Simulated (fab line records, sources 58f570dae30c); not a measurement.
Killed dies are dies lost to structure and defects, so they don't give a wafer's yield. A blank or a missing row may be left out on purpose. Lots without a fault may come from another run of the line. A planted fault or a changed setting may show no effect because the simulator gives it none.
fab line records | flow berkeley_cmos170
record lots=5 wafers=23
route steps=331 shown V1@263 M2@276 V2@301 M3@310
start_h: hours from the record's first day to the start of the lot's first wafer shown | wait_h: hours since the lot's step before | " the same as in the row above | L1.1+2: a row that stands for several wafers | - no value, or no start given | * or withheld: withheld | < > ~ a bound
route shown NAME@n: a module of which the file shows steps, and the number in the route of the first | usual: mean/standard deviation of fault-free wafers | same: alike in all rows | chamber/n: place in a boat | sites: the reading at each site | _std_site: their standard deviation | _edge_site: outer sites' mean less inner sites' | radius_mm: how far each site lies from the wafer's centre | mask NAME#n: copy n | behind: the tool/chamber that last shaped the wafer | hold: why the lot was held/for how many hours/how that ended | device: the transistor (n, p or np) that didn't switch | end of line: the same wafers' tests at the end of the route | a step without rows: its recipe alone | killed: dies lost to structure and defects at the first sort, not the wafer's yield | map: a wafer's dies, x killed, . not, _ none there
set.NAME: the setting as run; set.NAME@STEP: as run at that earlier step | model.NAME: the simulator's own value behind a step, which no gauge read
lots whose settings were changed on purpose; a table a step, a row a wafer
## steps
# step UCB170_V1_EXPOSE_09
# recipe mask_id=VIA1 target_cd_nm=700 na=0.5 sigma_outer=0.6 source_shape=conventional dose_mj=37
# columns lot.wafer tool chamber start_h wait_h mask set.dose_mj
L075.1+2 krf_scanner-01 0 171.81 0.1 VIA1#0 37
L075.3+5+6 " 0 " " VIA1#0 35.58
L080.1+2+3+5+6 krf_scanner-02 0 195.48 0.2 VIA1#0 37
L077.2+5+6 krf_scanner-02 0 206.80 0.1 VIA1#0 37
L077.3+4 " 0 " " VIA1#0 35.43
L083.1+3+4 krf_scanner-01 0 212.72 0.1 VIA1#0 37
L085.2+3+4+5+6 krf_scanner-02 0 228.42 0.1 VIA1#0 37
# step UCB170_V1_PEB_10
# recipe peb_temp_c=130 peb_time_s=withheld resist=KrF
# step UCB170_V1_DEVELOP_11
# recipe developer=TMAH develop_time_s=45 resist=KrF dev_temp_c=21
# step UCB170_V1_CD_MEAS_12
# recipe target_cd_nm=700
# usual cd_nm=699.8/0.99
# columns lot.wafer tool chamber start_h wait_h set.dose_mj@V1_EXPOSE_09 cd_nm
L075.1 cd_sem-02 - 172.20 - 37 699.4
L075.2 " - " " 37 699.0
L075.3 " - " " 35.58 691.3
L075.5 " - " " 35.58 691.2
L075.6 " - " " 35.58 693.8
L080.1 cd_sem-01 - 196.27 - 37 700.9
L080.2 " - " " 37 699.8
L080.3 " - " " 37 699.6
L080.5 " - " " 37 699.8
L080.6 " - " " 37 699.4
L077.2 cd_sem-01 - 207.20 - 37 700.4
L077.3 " - " " 35.43 691.9
L077.4 " - " " 35.43 692.7
L077.5 " - " " 37 700.8
L077.6 " - " " 37 700.0
L083.1 cd_sem-01 - 213.18 - 37 700.5
L083.3 " - " " 37 700.2
L083.4 " - " " 37 700.9
L085.2 cd_sem-01 - 228.97 - 37 698.2
L085.3 " - " " 37 700.4
L085.4 " - " " 37 699.4
L085.5 " - " " 37 699.8
L085.6 " - " " 37 699.6
# step UCB170_V1_ETCH_14
# recipe chemistry=CHF3/CF4/Ar target=SiO2 stop_on=Al CHF3_flow_sccm=45 cf4_flow_sccm=15 Ar_flow_sccm=150 pressure_mtorr=200 rf_w=700 target_depth_a=12500 over_etch_frac=0.25 time_s=291
# columns lot.wafer tool chamber start_h wait_h set.leave_above_ref_nm@V1_CMP_02 set.dose_mj@V1_EXPOSE_09 model.etch.depth_nm model.V1.cd_nm model.V1.feature_depth_nm
L075.1 rie_diel-02 1 172.36 0.0 960.1 37 - 700.9 959.3
L075.2 " 3 " " 1000 37 - 700.3 1001
L075.3 " 2 " " 1000 35.58 1000 690.8 1000
L075.5 " 1 " " 960.1 35.58 - 692.4 961.9
L075.6 " 2 " " 960.1 35.58 958.8 693.4 959
L080.1 rie_diel-02 0 196.42 0.0 1000 37 1000 700.2 1000
L080.2 " 2 " " 1048 37 - 700 1050
L080.3 " 1 " " 1000 37 - 701.5 1003
L080.5 " 0 " " 1048 37 1050 699.4 1050
L080.6 " 2 " " 1048 37 1049 699.6 1049
L077.2 rie_diel-03 3 207.33 0.0 955.1 37 956.2 700.7 956.2
L077.3 " 1 " " 1000 35.43 998.3 692.4 998.3
L077.4 " 1 " " 955.1 35.43 953.4 692.5 953.4
L077.5 " 2 " " 955.1 37 954 700.5 954
L077.6 " 3 " " 1000 37 998.5 700.2 998.5
L083.1 rie_diel-03 0 213.34 0.0 1000 37 1001 699.9 1001
L083.3 " 3 " " 1000 37 998.6 699 998.6
L083.4 " 2 " " 1000 37 1000 699.7 1000
L085.2 rie_diel-03 2 229.10 0.0 1058 37 1059 697.1 1059
L085.3 " 3 " " 1058 37 1057 700.1 1057
L085.4 " 3 " " 1000 37 998.2 697.6 998.2
L085.5 " 2 " " 1000 37 999.9 697.5 999.9
L085.6 " 0 " " 1000 37 1001 698.8 1001
# step UCB170_V1_STRIP_15
# recipe chemistry=O2 power_w=400 pressure_mtorr=3500 platen_temp_c=withheld o2_flow_sccm=400 overash_fraction=0.5
# step UCB170_V1_CD_MEAS_90
# recipe target_cd_nm=700
# usual cd_nm=699.5/1.5
# columns lot.wafer tool chamber start_h wait_h set.dose_mj@V1_EXPOSE_09 cd_nm
L075.1 cd_sem-02 - 172.63 0.1 37 700.4
L075.2 " - " " 37 700.1
L075.3 " - " " 35.58 691.1
L075.5 " - " " 35.58 692.3
L075.6 " - " " 35.58 693.3
L080.1 cd_sem-02 - 196.70 0.1 37 700.0
L080.2 " - " " 37 699.9
L080.3 " - " " 37 701.7
L080.5 " - " " 37 699.3
L080.6 " - " " 37 699.8
L077.2 cd_sem-02 - 207.63 0.1 37 700.8
L077.3 " - " " 35.43 692.2
L077.4 " - " " 35.43 692.6
L077.5 " - " " 37 700.5
L077.6 " - " " 37 700.2
L083.1 cd_sem-01 - 213.62 0.1 37 699.8
L083.3 " - " " 37 699.1
L083.4 " - " " 37 699.5
L085.2 cd_sem-01 - 229.40 0.1 37 696.9
L085.3 " - " " 37 700.0
L085.4 " - " " 37 697.8
L085.5 " - " " 37 697.5
L085.6 " - " " 37 698.6
# step UCB170_M2_COAT_05
# recipe resist=KrF spin_rpm=1500 resist_thk_nm=900
# columns lot.wafer tool chamber start_h wait_h set.resist_thk_nm model.KrF_of_M2_COAT_05.thk_nm
L075.1 litho_track-02 0 173.23 0.1 900 905.1
L075.2 " 0 " " 900 902.8
L075.3 " 0 " " 900 900.1
L075.5 " 0 " " 900 901.7
L075.6 " 0 " " 900 900.8
L080.1 litho_track-01 0 197.30 0.1 900 902.4
L080.2 " 0 " " 900 901.1
L080.3 " 0 " " 900 902.7
L080.5 " 0 " " 900 899.8
L080.6 " 0 " " 900 899.3
L077.2 litho_track-01 0 208.54 0.1 900 899.4
L077.3 " 0 " " 900 897.4
L077.4 " 0 " " 900 896.5
L077.5 " 0 " " 942.6 940.2
L077.6 " 0 " " 942.6 942
L083.1 litho_track-02 0 214.22 0.1 900 901.8
L083.3 " 0 " " 900 902.3
L083.4 " 0 " " 900 903.9
L085.2 litho_track-02 0 230.01 0.1 853.5 854.3
L085.3 " 0 " " 900 899
L085.4 " 0 " " 853.5 852.5
L085.5 " 0 " " 900 895.4
L085.6 " 0 " " 900 901.9
# step UCB170_M2_SOFTBAKE_06
# recipe resist=KrF temp_c=130 time_s=60
# step UCB170_M2_STRIP_07
# recipe chemistry=O2 power_w=400 pressure_mtorr=3500 platen_temp_c=withheld o2_flow_sccm=400 overash_fraction=0.5
# usual strip_time_to_endpoint_s=22.02/0.064
# columns lot.wafer tool chamber start_h wait_h set.resist_thk_nm@M2_COAT_05 strip_time_to_endpoint_s
L075.1 plasma_asher-02 0 173.53 0.1 900 22.09
L075.2 " 1 " " 900 22.02
L075.3 " 0 " " 900 21.98
L075.5 " 0 " " 900 22.01
L075.6 " 1 " " 900 21.99
L080.1 plasma_asher-01 1 197.60 0.1 900 22.03
L080.2 " 0 " " 900 22.00
L080.3 " 0 " " 900 22.02
L080.5 " 0 " " 900 21.95
L080.6 " 1 " " 900 21.95
L077.2 plasma_asher-02 1 208.81 0.1 900 21.94
L077.3 " 1 " " 900 21.91
L077.4 " 0 " " 900 21.89
L077.5 " 1 " " 942.6 22.93
L077.6 " 0 " " 942.6 22.98
L083.1 plasma_asher-02 0 214.52 0.1 900 22.00
L083.3 " 1 " " 900 22.04
L083.4 " 0 " " 900 22.06
L085.2 plasma_asher-04 0 230.28 0.1 853.5 20.87
L085.3 " 1 " " 900 21.94
L085.4 " 0 " " 853.5 20.83
L085.5 " 1 " " 900 21.86
L085.6 " 0 " " 900 22.01
# step UCB170_M2_METAL_ETCH_18
# recipe chemistry=Cl2/BCl3 target=Al stop_on=SiO2 pressure_mtorr=12 target_depth_a=11700 over_etch_frac=0.3 time_s=195 icp_w=600 bias_w=120 Cl2_flow_sccm=90 bcl3_flow_sccm=45
# columns lot.wafer tool chamber start_h wait_h set.over_etch_frac set.leave_above_ref_nm@V1_CMP_02 model.KrF_of_M2_COAT_10.thk_nm model.SiO2_of_V1_CVD_00.thk_nm
L075.1 rie_metal-04 1 175.36 - 0.375 960.1 152.8 892
L075.2 " 0 " " 0.3 1000 214 939
L075.3 " 0 " " 0.3 1000 210.5 938.4
L075.5 " 1 " " 0.375 960.1 152.7 894.7
L075.6 " 0 " " 0.3 960.1 212.8 897.3
L080.1 rie_metal-03 0 199.79 - 0.3 1000 234.1 940.6
L080.2 " 1 " " 0.3 1048 206.1 987.4
L080.3 " 0 " " 0.3 1000 233.3 942.3
L080.5 " 0 " " 0.3328 1048 208.9 987.9
L080.6 " 1 " " 0.3328 1048 192.2 984.9
L077.2 rie_metal-04 1 212.15 - 0.2439 955.1 239.1 896.4
L077.3 " 1 " " 0.2439 1000 230.5 938
L077.4 " 0 " " 0.3 955.1 230.8 893
L077.5 " 0 " " 0.3 955.1 226.1 893.4
L077.6 " 1 " " 0.3 1000 203.9 936
L083.1 rie_metal-04 0 216.18 - 0.3 1000 223.5 940.1
L083.3 " 1 " " 0.3 1000 203.7 936
L083.4 " 0 " " 0.3 1000 220.1 939.3
L085.2 rie_metal-01 0 231.78 - 0.3 1058 187.3 995.5
L085.3 " 0 " " 0.3 1058 186.9 993.5
L085.4 " 0 " " 0.2245 1000 226 938.7
L085.5 " 0 " " 0.3 1000 186.2 936.8
L085.6 " 0 " " 0.2245 1000 229.3 941
# step UCB170_M2_STRIP_19
# recipe chemistry=O2 power_w=400 pressure_mtorr=3500 platen_temp_c=withheld o2_flow_sccm=400 overash_fraction=0.5
# usual oes_product_au=0.543/0.02
# columns lot.wafer tool chamber start_h wait_h set.over_etch_frac@M2_METAL_ETCH_18 oes_product_au
L075.1 plasma_asher-01 0 175.55 0.1 0.375 0.484
L075.2 " 1 " " 0.3 0.546
L075.3 " 0 " " 0.3 0.535
L075.5 " 1 " " 0.375 0.480
L075.6 " 0 " " 0.3 0.542
L080.1 plasma_asher-01 1 199.98 0.1 0.3 0.567
L080.2 " 0 " " 0.3 0.543
L080.3 " 0 " " 0.3 0.565
L080.5 " 1 " " 0.3328 0.540
L080.6 " 0 " " 0.3328 0.524
L077.2 plasma_asher-04 1 212.34 0.1 0.2439 0.572
L077.3 " 1 " " 0.2439 0.554
L077.4 " 0 " " 0.3 0.557
L077.5 " 1 " " 0.3 0.551
L077.6 " 0 " " 0.3 0.526
L083.1 plasma_asher-01 1 216.37 0.1 0.3 0.550
L083.3 " 0 " " 0.3 0.538
L083.4 " 1 " " 0.3 0.551
L085.2 plasma_asher-02 0 232.10 0.2 0.3 0.522
L085.3 " 0 " " 0.3 0.523
L085.4 " 1 " " 0.2245 0.554
L085.5 " 0 " " 0.3 0.513
L085.6 " 1 " " 0.2245 0.556
# step UCB170_V2_EXPOSE_09
# recipe mask_id=VIA2 target_cd_nm=700 na=0.5 sigma_outer=0.6 source_shape=conventional dose_mj=37
# columns lot.wafer tool chamber start_h wait_h mask set.dose_mj
L075.1+6 krf_scanner-02 0 177.39 0.3 VIA2#0 37
L075.2+3+5 " 0 " " VIA2#0 39.4
L080.1+2+3+5+6 krf_scanner-02 0 201.92 0.1 VIA2#0 37
L077.2+3+5 krf_scanner-01 0 214.40 0.2 VIA2#0 37
L077.4+6 " 0 " " VIA2#0 39.36
L083.1+3+4 krf_scanner-02 0 218.30 0.2 VIA2#0 37
L085.2+3+4+5+6 krf_scanner-02 0 234.08 0.2 VIA2#0 37
# step UCB170_V2_PEB_10
# recipe peb_temp_c=128.8 peb_time_s=withheld resist=KrF
# step UCB170_V2_DEVELOP_11
# recipe developer=TMAH develop_time_s=45 resist=KrF dev_temp_c=21
# step UCB170_V2_CD_MEAS_12
# recipe target_cd_nm=700
# usual cd_nm=700.2/1.5
# columns lot.wafer tool chamber start_h wait_h set.dose_mj@V2_EXPOSE_09 cd_nm
L075.1 cd_sem-01 - 177.98 - 37 701.9
L075.2 " - " " 39.4 712.4
L075.3 " - " " 39.4 712.3
L075.5 " - " " 39.4 711.3
L075.6 " - " " 37 702.4
L080.1 cd_sem-01 - 203.09 - 37 697.4
L080.2 " - " " 37 697.5
L080.3 " - " " 37 697.8
L080.5 " - " " 37 698.5
L080.6 " - " " 37 697.0
L077.2 cd_sem-02 - 214.83 - 37 701.2
L077.3 " - " " 37 700.9
L077.4 " - " " 39.36 711.0
L077.5 " - " " 37 701.4
L077.6 " - " " 39.36 712.0
L083.1 cd_sem-01 - 218.69 - 37 699.6
L083.3 " - " " 37 701.2
L083.4 " - " " 37 699.5
L085.2 cd_sem-01 - 234.51 - 37 699.4
L085.3 " - " " 37 699.7
L085.4 " - " " 37 699.8
L085.5 " - " " 37 701.5
L085.6 " - " " 37 701.3
# step UCB170_V2_ETCH_14
# recipe chemistry=CHF3/CF4/Ar target=SiO2 stop_on=Al CHF3_flow_sccm=45 cf4_flow_sccm=15 Ar_flow_sccm=150 pressure_mtorr=200 rf_w=700 target_depth_a=12500 over_etch_frac=0.25 time_s=291
# columns lot.wafer tool chamber start_h wait_h set.dose_mj@V2_EXPOSE_09 model.V2.cd_nm
L075.1+6 rie_diel-01 2 178.14 0.0 37 701.7
L075.2 " 0 " " 39.4 712
L075.3 " 3 " " 39.4 711.3
L075.5 " 3 " " 39.4 710.3
L080.1 rie_diel-04 2 203.25 0.0 37 699.4
L080.2 " 0 " " 37 698.1
L080.3 " 3 " " 37 697.3
L080.5 " 1 " " 37 698.5
L080.6 " 2 " " 37 698.8
L077.2 rie_diel-03 3 214.96 0.0 37 699.7
L077.3 " 1 " " 37 700.4
L077.4 " 2 " " 39.36 711.5
L077.5 " 3 " " 37 700.6
L077.6 " 0 " " 39.36 711.9
L083.1 rie_diel-01 0 218.85 0.0 37 700.1
L083.3 " 3 " " 37 700.6
L083.4 " 0 " " 37 699.4
L085.2 rie_diel-01 0 234.64 0.0 37 699.8
L085.3 " 2 " " 37 700.1
L085.4 " 0 " " 37 699.4
L085.5 " 0 " " 37 700.9
L085.6 " 2 " " 37 701.8
# step UCB170_V2_STRIP_15
# recipe chemistry=O2 power_w=400 pressure_mtorr=3500 platen_temp_c=withheld o2_flow_sccm=400 overash_fraction=0.5
# step UCB170_V2_CD_MEAS_90
# recipe target_cd_nm=700
# usual cd_nm=700.1/1.5
# columns lot.wafer tool chamber start_h wait_h set.dose_mj@V2_EXPOSE_09 cd_nm
L075.1 cd_sem-02 - 178.42 0.1 37 701.7
L075.2 " - " " 39.4 712.1
L075.3 " - " " 39.4 710.9
L075.5 " - " " 39.4 710.5
L075.6 " - " " 37 701.9
L080.1 cd_sem-01 - 203.52 0.1 37 699.7
L080.2 " - " " 37 698.0
L080.3 " - " " 37 697.1
L080.5 " - " " 37 698.4
L080.6 " - " " 37 699.0
L077.2 cd_sem-02 - 215.26 0.1 37 700.0
L077.3 " - " " 37 700.5
L077.4 " - " " 39.36 711.5
L077.5 " - " " 37 700.7
L077.6 " - " " 39.36 712.1
L083.1 cd_sem-01 - 219.12 0.1 37 700.3
L083.3 " - " " 37 700.9
L083.4 " - " " 37 699.4
L085.2 cd_sem-02 - 235.03 0.1 37 699.6
L085.3 " - " " 37 700.2
L085.4 " - " " 37 699.4
L085.5 " - " " 37 701.1
L085.6 " - " " 37 701.9
# step UCB170_M3_SPUTTER_01
# recipe material=Al target_thk_nm=900 time_s=120 power_w=6000 chamber_pressure_pa=0.5
# columns lot.wafer tool chamber start_h wait_h set.time_s model.Al_of_M3_SPUTTER_01.thk_nm
L075.1 pvd_sputter-02 - 178.60 0.0 133.4 996.1
L075.2 " - " " 133.4 1005
L075.3 " - " " 120 897.7
L075.5 " - " " 133.4 999.9
L075.6 " - " " 120 895
L080.1 pvd_sputter-04 - 203.71 0.0 120 898.2
L080.2 " - " " 132.6 1000
L080.3 " - " " 132.6 999.9
L080.5 " - " " 120 903.2
L080.6 " - " " 120 906.6
L077.2 pvd_sputter-02 - 215.43 0.0 120 890.5
L077.3 " - " " 120 895
L077.4 " - " " 120 890.7
L077.5 " - " " 120 886.9
L077.6 " - " " 120 899.9
L083.1 pvd_sputter-04 - 219.31 0.0 120 901.7
L083.3 " - " " 120 895.6
L083.4 " - " " 120 902.1
L085.2 pvd_sputter-02 - 235.20 0.0 120 892.8
L085.3 " - " " 120 894.3
L085.4 " - " " 120 905
L085.5 " - " " 120 900.7
L085.6 " - " " 120 889.6
# step UCB170_M3_RS_MEAS_02
# recipe thk_meas_gauge=four-point-probe reads=Al_of_M3_SPUTTER_01
# usual M3_AL_RS=0.0322/0.00036
# columns lot.wafer tool chamber start_h wait_h set.time_s@M3_SPUTTER_01 M3_AL_RS[ohm/sq]
L075.1 film_metro-01 - 178.69 0.0 133.4 0.0290
L075.2 " - " " 133.4 0.0287
L075.3 " - " " 120 0.0322
L075.5 " - " " 133.4 0.0289
L075.6 " - " " 120 0.0323
L080.1 film_metro-04 - 203.79 0.0 120 0.0321
L080.2 " - " " 132.6 0.0289
L080.3 " - " " 132.6 0.0288
L080.5 " - " " 120 0.0320
L080.6 " - " " 120 0.0319
L077.2 film_metro-01 - 215.53 0.1 120 0.0325
L077.3 " - " " 120 0.0323
L077.4 " - " " 120 0.0325
L077.5 " - " " 120 0.0326
L077.6 " - " " 120 0.0322
L083.1 film_metro-04 - 219.39 0.0 120 0.0321
L083.3 " - " " 120 0.0322
L083.4 " - " " 120 0.0321
L085.2 film_metro-03 - 235.30 0.1 120 0.0324
L085.3 " - " " 120 0.0324
L085.4 " - " " 120 0.0320
L085.5 " - " " 120 0.0321
L085.6 " - " " 120 0.0325
# step UCB170_M3_THK_MEAS_03
# recipe thk_meas_gauge=xrf reads=Al_of_M3_SPUTTER_01
# usual M3_AL_THK=880/10
# columns lot.wafer tool chamber start_h wait_h set.time_s@M3_SPUTTER_01 M3_AL_THK[nm]
L075.1 film_metro-01 - 178.81 0.1 133.4 975
L075.2 " - " " 133.4 985
L075.3 " - " " 120 878
L075.5 " - " " 133.4 979
L075.6 " - " " 120 873
L080.1 film_metro-04 - 203.91 0.1 120 869
L080.2 " - " " 132.6 974
L080.3 " - " " 132.6 965
L080.5 " - " " 120 878
L080.6 " - " " 120 877
L077.2 film_metro-01 - 215.64 0.1 120 869
L077.3 " - " " 120 874
L077.4 " - " " 120 872
L077.5 " - " " 120 868
L077.6 " - " " 120 884
L083.1 film_metro-04 - 219.51 0.1 120 874
L083.3 " - " " 120 877
L083.4 " - " " 120 879
L085.2 film_metro-03 - 235.41 0.1 120 882
L085.3 " - " " 120 885
L085.4 " - " " 120 898
L085.5 " - " " 120 886
L085.6 " - " " 120 876
# step UCB170_M3_DEVELOP_14
# recipe developer=TMAH develop_time_s=45 resist=KrF dev_temp_c=21
# columns lot.wafer tool chamber start_h wait_h set.develop_time_s
L075.1+2+3+5+6 litho_track-01 0 - - 45
L080.1+5 litho_track-03 0 - - 45
L080.2+3+6 " 0 " " 50.24
L077.2+4+5 litho_track-01 0 - - 45
L077.3+6 " 0 " " 46.96
L083.1+3+4 litho_track-01 0 - - 45
L085.2+5 litho_track-02 0 - - 49.49
L085.3+4+6 " 0 " " 45
# step UCB170_M3_ETCH_17
# recipe chemistry=N2/H2 target_depth_a=withheld overetch_a=withheld target=BARC time_s=withheld source_w=500 bias_w=100 pressure_mtorr=30 n2_flow_sccm=100 h2_flow_sccm=200
# step UCB170_M3_METAL_ETCH_18
# recipe chemistry=Cl2/BCl3 target=Al stop_on=SiO2 pressure_mtorr=12 target_depth_a=11700 over_etch_frac=0.3 time_s=186.4 icp_w=600 bias_w=120 Cl2_flow_sccm=90 bcl3_flow_sccm=45
# usual oes_product_au=0.874/0.011
# columns lot.wafer tool chamber start_h wait_h set.time_s@M3_SPUTTER_01 oes_product_au
L075.1 rie_metal-02 0 180.95 - 133.4 0.933
L075.2 " 1 " " 133.4 0.916
L075.3 " 1 " " 120 0.860
L075.5 " 0 " " 133.4 0.934
L075.6 " 1 " " 120 0.864
L080.1 rie_metal-02 1 206.58 - 120 0.866
L080.2 " 0 " " 132.6 0.932
L080.3 " 1 " " 132.6 0.920
L080.5 " 1 " " 120 0.880
L080.6 " 0 " " 120 0.874
L077.2 rie_metal-02 0 217.92 - 120 0.865
L077.3 " 0 " " 120 0.868
L077.4 " 1 " " 120 0.858
L077.5 " 0 " " 120 0.869
L077.6 " 1 " " 120 0.863
L083.1 rie_metal-02 0 221.63 - 120 0.884
L083.3 " 1 " " 120 0.867
L083.4 " 0 " " 120 0.866
L085.2 rie_metal-02 1 237.36 - 120 0.860
L085.3 " 0 " " 120 0.872
L085.4 " 1 " " 120 0.874
L085.5 " 0 " " 120 0.876
L085.6 " 1 " " 120 0.866
## key
split step=UCB170_V1_EXPOSE_09 setting=dose_mj stated=37 by=wafer
response step=UCB170_V1_CD_MEAS_12 reading=cd_nm change=+1.88 per=1% r=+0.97
response step=UCB170_V1_ETCH_14 reading=model.V1.cd_nm change=+2.02 per=1% r=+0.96
response step=UCB170_V1_CD_MEAS_90 reading=cd_nm change=+1.99 per=1% r=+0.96
split step=UCB170_M2_COAT_05 setting=resist_thk_nm stated=900 by=wafer
response step=UCB170_M2_COAT_05 reading=model.KrF_of_M2_COAT_05.thk_nm change=+8.95 per=1% r=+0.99
response step=UCB170_M2_STRIP_07 reading=strip_time_to_endpoint_s change=* per=1% r=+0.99
split step=UCB170_M2_METAL_ETCH_18 setting=over_etch_frac stated=0.3 by=wafer
response step=UCB170_M2_METAL_ETCH_18 reading=model.KrF_of_M2_COAT_10.thk_nm change=-1.77 per=1% r=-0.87
response step=UCB170_M2_STRIP_19 reading=oes_product_au change=-0.00174 per=1% r=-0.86
split step=UCB170_V2_EXPOSE_09 setting=dose_mj stated=37 by=wafer
response step=UCB170_V2_CD_MEAS_12 reading=cd_nm change=+1.56 per=1% r=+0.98
response step=UCB170_V2_ETCH_14 reading=model.V2.cd_nm change=+1.63 per=1% r=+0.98
response step=UCB170_V2_CD_MEAS_90 reading=cd_nm change=+1.62 per=1% r=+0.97
split step=UCB170_M3_SPUTTER_01 setting=time_s stated=120 by=wafer
response step=UCB170_M3_SPUTTER_01 reading=model.Al_of_M3_SPUTTER_01.thk_nm change=+9.3 per=1% r=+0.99
response step=UCB170_M3_RS_MEAS_02 reading=M3_AL_RS change=-0.000303 per=1% r=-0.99
response step=UCB170_M3_THK_MEAS_03 reading=M3_AL_THK change=+9.18 per=1% r=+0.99
response step=UCB170_M3_METAL_ETCH_18 reading=oes_product_au change=+0.00548 per=1% r=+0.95
split step=UCB170_M3_DEVELOP_14 setting=develop_time_s stated=45 by=wafer
response none clear
split outside_this_file step=UCB170_V1_CMP_02 setting=leave_above_ref_nm
# split outside_this_file: this setting was split too, and the file shows its column; the key of that split is in another file
